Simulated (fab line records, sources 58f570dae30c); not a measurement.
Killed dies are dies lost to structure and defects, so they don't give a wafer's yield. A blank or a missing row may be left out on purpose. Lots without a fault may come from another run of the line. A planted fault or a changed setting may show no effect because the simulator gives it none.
Problem report in the 8D (eight disciplines) form, filled by code | flow berkeley_cmos170 | the parts of the form that need people (team, actions taken, sign-off) are left out

1. THE PROBLEM
beam_energy_keV at UCB170_PLDD_IMPLANT_09 reads a mean of 10.944 on 6 wafers of 2 lots; wafers without a fault read 10.000 with a standard deviation of 0.0027. That is +99 or more standard deviations from the usual mean.
First seen on wafer L417.1, day 8 18:25, on implanter-02. The record holds 42 wafers of 14 lots with a number at this step. Rule for "out", or "out of limits": more than 4 standard deviations from the usual mean. The other wafers with a number count as sound.

2. WHAT IT IS AND WHAT IT IS NOT
question                    | is                     | is not
which readings at this step | beam_energy_keV        | end_station_pressure_torr
which lots                  | L417, L423             | L408, L409, L410, L413, L414, L415, L421, L425, L426, L427, L430, L431
which wafers of those lots  | all that have a number | -
read on which tools         | implanter-02           | implanter-01, implanter-03
when                        | from day 8 18:25       | up to then (21 sound wafers); but 15 sound wafers of L425, L426, L427, L430, L431 came after

3. SUSPECTS, AND WHAT RULES EACH OUT
Counting: a tool at a process step up to the reading stays a suspect if it ran every lot that is out and no sound lot after the first of them.
- implanter-02 at UCB170_PLDD_IMPLANT_09: kept. It ran every lot that is out, first L417 (day 8 18:25), and no sound lot after that; its last sound lot up to then is L414 (day 7 20:08). Its own readings are out on those wafers: beam_energy_keV.
Left after counting: implanter-02 at UCB170_PLDD_IMPLANT_09.

4. THE CAUSE (what the simulator had put in)
Process parameter drift: implanter-02, from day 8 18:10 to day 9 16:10, at UCB170_PLDD_IMPLANT_09. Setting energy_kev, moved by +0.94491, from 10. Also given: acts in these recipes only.
Counting left only this tool.

5. THE CHAIN OF EFFECTS, in route order
Each row: a reading whose mean over the struck wafers that have a number lies more than 3 standard deviations from the usual. Only readings for which the record gives a usual standard deviation are gone through. hours: the time from each lot's start at the first step in this table that gives one to its start at this step, as a median over the lots. sigmas: the change in usual standard deviations.
hours | step                   | reading         | usual  | on struck wafers | change | sigmas
0     | UCB170_PLDD_IMPLANT_09 | beam_energy_keV | 10.000 | 10.944           | +0.944 | +99 or more
The process steps in it:
- UCB170_PLDD_IMPLANT_09
Later measuring or inspecting steps at which every struck wafer that the step has a row for has a number for every such reading, and none has moved that far: UCB170_PLDD_TW_MEAS_11.

6. WHAT WOULD HAVE CAUGHT IT SOONER
In this record the first reading out of limits was taken at day 8 18:25, 0 hours after the fault began at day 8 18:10.
